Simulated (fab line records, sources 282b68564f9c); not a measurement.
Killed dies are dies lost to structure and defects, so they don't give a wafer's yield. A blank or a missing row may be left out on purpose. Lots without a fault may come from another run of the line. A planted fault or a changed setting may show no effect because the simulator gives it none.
Which tool did it? | flow rit_cmos | 14 lots, 42 wafers sampled, at 2 steps of a route of 202

WHAT THE GAUGES READ, wafer by wafer
RIT_CONTACT_THK_MEAS_01. Usual: CONTACT_TEOS_THK 400 nm, standard deviation 5.5.
lot  | measured    | on            | CONTACT_TEOS_THK (nm) | flag
L275 | day 3 12:10 | film_metro-04 | 401 401 397           |
L276 | day 3 18:49 | film_metro-04 | 403 409 404           |
L279 | day 4 10:42 | film_metro-04 | 401 407 410           |
L278 | day 4 12:11 | film_metro-04 | 404 402 397           |
L280 | day 4 13:56 | film_metro-04 | 394 406 398           |
L282 | day 5 01:41 | film_metro-04 | 402 396 404           |
L285 | day 5 15:12 | film_metro-04 | 400 398 399           |
L287 | day 5 21:53 | film_metro-04 | 399 403 396           |
L288 | day 6 05:24 | film_metro-02 | 402 408 406           |
L290 | day 6 12:31 | film_metro-02 | 401 401 408           |
L291 | day 6 18:14 | film_metro-01 | 337 399 406           | OFF
L292 | day 7 03:17 | film_metro-02 | 394 395 394           |
L293 | day 7 06:24 | film_metro-04 | 392 399 398           |
L294 | day 7 11:56 | film_metro-04 | 338 400 395           | OFF

WHICH TOOL RAN EACH LOT (tool, then ch and the chambers of the sampled wafers, then the start)
lot  | RIT_CONTACT_CVD_00
L275 | pecvd-04 ch 0,2, day 3 12:04
L276 | pecvd-02 ch 1,2, day 3 18:46
L279 | pecvd-04 ch 0,1, day 4 10:38
L278 | pecvd-02 ch 0,1,2, day 4 12:07
L280 | pecvd-01 ch 0,1, day 4 13:53
L282 | pecvd-02 ch 1,2, day 5 01:37
L285 | pecvd-02 ch 0,1,2, day 5 15:09
L287 | pecvd-04 ch 0,1,2, day 5 21:50
L288 | pecvd-02 ch 0,2, day 6 05:19
L290 | pecvd-04 ch 0,1,2, day 6 12:28
L291 | pecvd-02 ch 0,1,2, day 6 18:10
L292 | pecvd-01 ch 0,1,2, day 7 03:14
L293 | pecvd-04 ch 0,1, day 7 06:20
L294 | pecvd-02 ch 0,1,2, day 7 11:53
- RIT_CONTACT_CVD_00: deposits SiO2 from TEOS, target thk 400 nm, time 61 s.

WHAT THE TOOLS THEMSELVES READ (means of the sampled wafers that have a number; where no wafer has one, the mark that the record gives instead)
RIT_CONTACT_CVD_00. Usual: heater_power_w 306 W, standard deviation 33; rf_fwd_power_W 396.2 W, standard deviation 1.8.
lot  | tool     | heater_power_w (W) | rf_fwd_power_W (W) | flag
L275 | pecvd-04 | 302                | 394.5              |
L276 | pecvd-02 | 350                | 399.4              |
L279 | pecvd-04 | 318                | 396.9              |
L278 | pecvd-02 | 320                | 397.3              |
L280 | pecvd-01 | 272                | 395.1              |
L282 | pecvd-02 | 328                | 398.4              |
L285 | pecvd-02 | 320                | 398.1              |
L287 | pecvd-04 | 299                | 395.4              |
L288 | pecvd-02 | 310                | 396.2              |
L290 | pecvd-04 | 304                | 394.7              |
L291 | pecvd-02 | 333                | 343.0              | OFF
L292 | pecvd-01 | 279                | 395.6              |
L293 | pecvd-04 | 306                | 396.1              |
L294 | pecvd-02 | 340                | 343.5              | OFF

THE ANSWER, worked out from the rows above alone
Rule: a lot is off if the mean of its wafers that have a number lies more than 3 standard deviations from the usual mean. A lot without any number at a reading at which 4 lots or more have one is off too. The other lots that the step has rows for count as sound. The gauges are gone through in route order, then the tools' own readings, and for those a lot's mean is taken as printed above. The first step at which some lot is off is used, and at that step the reading that is off furthest; a lot without a number counts as furthest.
Off: L291, L294, at RIT_CONTACT_THK_MEAS_01 (CONTACT_TEOS_THK).
A tool fits if, at a process step before that reading, it ran every lot that is off, and no sound lot after the first of them. The gauges at RIT_CONTACT_THK_MEAS_01 aren't tried: what is off there is off at RIT_CONTACT_CVD_00 too, on other tools, and a gauge's error can't cause that. One fits: pecvd-02 at RIT_CONTACT_CVD_00. Its last sound lot is L288 (day 6 05:19), its first lot that is off L291 (day 6 18:10): a fault that began between those two fits.
The tool's own readings at RIT_CONTACT_CVD_00 bear it out: on the lots that are off they differ by more than 5 times the standard deviation of the sound lots' means. rf_fwd_power_W reads 343.2 W there against 396.5 W on the sound lots.

WHAT THE SIMULATOR HAD PUT IN
Process parameter drift: pecvd-02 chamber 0, from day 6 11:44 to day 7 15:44, at RIT_CONTACT_CVD_00. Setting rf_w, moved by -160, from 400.
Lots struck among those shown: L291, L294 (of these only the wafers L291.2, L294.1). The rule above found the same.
